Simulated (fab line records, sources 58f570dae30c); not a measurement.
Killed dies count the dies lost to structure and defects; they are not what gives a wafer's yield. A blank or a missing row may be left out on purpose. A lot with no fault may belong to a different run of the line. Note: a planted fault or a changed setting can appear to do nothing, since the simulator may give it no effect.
Which tool is to blame? :: flow berkeley cmos170 :: 13 lots, 39 wafers sampled, at 5 steps of a route of 331

WHAT THE GAUGES READ, wafer by wafer
UCB170_NVT_TW_MEAS_09.
lot: L208
measured: day 6 08:02
on: film metro-02
NVT_TW: 522.3 525.0 526.4

lot: L210
measured: day 7 09:41
on: film metro-04
NVT_TW: 521.7 521.6 522.6

lot: L212
measured: day 8 03:56
on: film metro-02
NVT_TW: 525.2 524.7 524.1

lot: L214
measured: day 8 04:04
on: film metro-03
NVT_TW: 521.4 522.8 519.1

lot: L215
measured: day 8 16:16
on: film metro-04
NVT_TW: 523.1 524.4 520.0

lot: L217
measured: day 8 23:15
on: film metro-04
NVT_TW: 521.6 527.2 524.4

lot: L220
measured: day 9 07:51
on: film metro-03
NVT_TW: 527.3 528.0 528.8

lot: L219
measured: day 9 08:08
on: film metro-04
NVT_TW: 525.0 524.2 522.7

lot: L218
measured: day 9 08:09
on: film metro-03
NVT_TW: 526.1 527.8 525.9

lot: L222
measured: day 10 02:52
on: film metro-04
NVT_TW: 525.9 525.4 527.1

lot: L223
measured: day 10 03:14
on: film metro-02
NVT_TW: 522.6 522.2 524.6

lot: L224
measured: day 10 09:26
on: film metro-03
NVT_TW: 523.5 523.0 522.2

lot: L230
measured: day 12 01:08
on: film metro-03
NVT_TW: 526.8 526.3 525.1

UCB170_GATE_CD_MEAS_12: target cd 350 nm.
lot: L208
measured: day 7 03:35
on: cd sem-01
cd nm (nm): 349.0 349.8 349.5

lot: L210
measured: day 8 09:44
on: cd sem-01
cd nm (nm): 350.5 351.0 350.3

lot: L212
measured: day 8 19:07
on: cd sem-01
cd nm (nm): 348.1 348.4 347.9

lot: L214
measured: day 8 18:47
on: cd sem-01
cd nm (nm): 352.1 351.1 352.1

lot: L215
measured: day 9 08:38
on: cd sem-01
cd nm (nm): 353.2 351.5 352.1

lot: L217
measured: day 9 19:16
on: cd sem-01
cd nm (nm): 347.8 347.6 347.8

lot: L220
measured: day 9 19:59
on: cd sem-02
cd nm (nm): 351.8 351.8 351.2

lot: L219
measured: day 9 20:23
on: cd sem-01
cd nm (nm): 350.0 349.6 350.9

lot: L218
measured: day 9 19:34
on: cd sem-02
cd nm (nm): 351.5 350.0 351.7

lot: L222
measured: day 10 20:22
on: cd sem-02
cd nm (nm): 349.3 350.0 348.9

lot: L223
measured: day 10 20:05
on: cd sem-01
cd nm (nm): 278.8 278.6 278.2

lot: L224
measured: day 11 04:09
on: cd sem-01
cd nm (nm): 350.6 350.3 350.8

lot: L230
measured: day 12 20:56
on: cd sem-02
cd nm (nm): 351.6 350.2 349.8

UCB170_PLDD_CD_MEAS_06: target cd 1200 nm.
lot: L208
measured: day 7 05:18
on: cd sem-01
cd nm (nm): 1202.0 1201.1 1201.4

lot: L210
measured: day 8 11:55
on: cd sem-01
cd nm (nm): 1200.4 1200.2 1201.4

lot: L212
measured: day 8 21:05
on: cd sem-01
cd nm (nm): 1200.7 1200.5 1200.5

lot: L214
measured: day 8 20:59
on: cd sem-01
cd nm (nm): 1201.5 1202.9 1202.3

lot: L215
measured: day 9 11:09
on: cd sem-01
cd nm (nm): 1200.4 1201.0 1200.8

lot: L217
measured: day 9 21:24
on: cd sem-02
cd nm (nm): 1200.9 1200.5 1201.1

lot: L220
measured: day 9 21:52
on: cd sem-01
cd nm (nm): 1202.5 1202.3 1202.5

lot: L219
measured: day 9 22:10
on: cd sem-02
cd nm (nm): 1199.3 1199.7 1200.4

lot: L218
measured: day 9 21:40
on: cd sem-02
cd nm (nm): 1201.9 1199.3 1202.4

lot: L222
measured: day 10 22:11
on: cd sem-01
cd nm (nm): 1201.5 1201.1 1201.6

lot: L224
measured: day 11 06:15
on: cd sem-01
cd nm (nm): 1200.0 1198.9 1200.7

lot: L230
measured: day 13 00:22
on: cd sem-02
cd nm (nm): 1200.3 1200.6 1200.6

UCB170_PLDD_TW_MEAS_11.
lot: L208
measured: day 7 05:50
on: film metro-01
PLDD_TW: 1006 1004 998

lot: L210
measured: day 8 12:28
on: film metro-04
PLDD_TW: 1005 1001 1009

lot: L212
measured: day 8 21:38
on: film metro-01
PLDD_TW: 995 997 1001

lot: L214
measured: day 8 21:31
on: film metro-04
PLDD_TW: 1007 1009 1010

lot: L215
measured: day 9 11:41
on: film metro-01
PLDD_TW: 998 1002 1007

lot: L217
measured: day 9 21:58
on: film metro-01
PLDD_TW: 1004 1010 998

lot: L220
measured: day 9 22:25
on: film metro-01
PLDD_TW: 1002 1001 997

lot: L219
measured: day 9 22:43
on: film metro-04
PLDD_TW: 1009 1007 1006

lot: L218
measured: day 9 22:13
on: film metro-04
PLDD_TW: 1002 1008 1007

lot: L222
measured: day 10 22:43
on: film metro-01
PLDD_TW: 1001 1002 999

lot: L224
measured: day 11 06:49
on: film metro-04
PLDD_TW: 1008 1012 1010

lot: L230
measured: day 13 00:55
on: film metro-04
PLDD_TW: 1008 1011 1010

EACH LOT AND THE TOOL THAT RAN IT (in order: tool; ch and the chambers of the sampled wafers; start)
lot: L208
UCB170_GATE_EXPOSE_09: krf scanner-01 ch 0, day 7 03:08

lot: L210
UCB170_GATE_EXPOSE_09: krf scanner-01 ch 0, day 8 09:14

lot: L212
UCB170_GATE_EXPOSE_09: krf scanner-01 ch 0, day 8 18:43

lot: L214
UCB170_GATE_EXPOSE_09: krf scanner-02 ch 0, day 8 18:24

lot: L215
UCB170_GATE_EXPOSE_09: krf scanner-01 ch 0, day 9 07:47

lot: L217
UCB170_GATE_EXPOSE_09: krf scanner-01 ch 0, day 9 18:34

lot: L220
UCB170_GATE_EXPOSE_09: krf scanner-01 ch 0, day 9 19:10

lot: L219
UCB170_GATE_EXPOSE_09: krf scanner-01 ch 0, day 9 19:17

lot: L218
UCB170_GATE_EXPOSE_09: krf scanner-02 ch 0, day 9 18:57

lot: L222
UCB170_GATE_EXPOSE_09: krf scanner-01 ch 0, day 10 19:59

lot: L223
UCB170_GATE_EXPOSE_09: krf scanner-01 ch 0, day 10 19:29

lot: L224
UCB170_GATE_EXPOSE_09: krf scanner-01 ch 0, day 11 03:41

lot: L230
UCB170_GATE_EXPOSE_09: krf scanner-01 ch 0, day 12 20:33
- UCB170_GATE_EXPOSE_09: exposes mask POLY, target cd 350 nm.

WHAT THE TOOLS THEMSELVES READ (means of the sampled wafers that have a number; where no wafer has one, the mark that the record gives instead)
UCB170_GATE_EXPOSE_09.
lot: L208
tool: krf scanner-01
exposure dose mJ cm2: 20.999

lot: L210
tool: krf scanner-01
exposure dose mJ cm2: 21.000

lot: L212
tool: krf scanner-01
exposure dose mJ cm2: 20.979

lot: L214
tool: krf scanner-02
exposure dose mJ cm2: 21.017

lot: L215
tool: krf scanner-01
exposure dose mJ cm2: 21.010

lot: L217
tool: krf scanner-01
exposure dose mJ cm2: 20.993

lot: L220
tool: krf scanner-01
exposure dose mJ cm2: 20.995

lot: L219
tool: krf scanner-01
exposure dose mJ cm2: 21.002

lot: L218
tool: krf scanner-02
exposure dose mJ cm2: 21.000

lot: L222
tool: krf scanner-01
exposure dose mJ cm2: 21.010

lot: L223
tool: krf scanner-01
exposure dose mJ cm2: 20.998

lot: L224
tool: krf scanner-01
exposure dose mJ cm2: 21.014

lot: L230
tool: krf scanner-01
exposure dose mJ cm2: 20.995

THE ANSWER, worked out from the rows above alone
Rule: the lots themselves supply what counts as usual. The widest of any qualifying gaps counts: lots, ordered by their means at a reading, are off when they make up no more than a third of the lots, leave a main group of 4 or more, and stand apart from it by 3 or more times the standard deviation of that group's means. Not used: any main group whose means are identical at the precision the tables above print for the reading. Also off: a lot with no number at a reading for which 4 or more lots have one. Any other lot the step has rows for is counted as sound. After the gauges, taken in route order, come the tools' own readings; for these a lot's mean is taken, as printed above. The first step at which some lot is off is used, and at that step the reading that is off furthest; a lot without a number counts as furthest.
Off, at UCB170_GATE_CD_MEAS_12 on cd nm: L223. The main group: mean 350.3 nm, standard deviation 1.3.
A tool fits if, at a process step before that reading, it ran every lot that is off, and no sound lot after the first of them. Gauges at UCB170_GATE_CD_MEAS_12: tried the same way as those tools. Not one of the candidates tried fits.

WHAT THE SIMULATOR HAD PUT IN
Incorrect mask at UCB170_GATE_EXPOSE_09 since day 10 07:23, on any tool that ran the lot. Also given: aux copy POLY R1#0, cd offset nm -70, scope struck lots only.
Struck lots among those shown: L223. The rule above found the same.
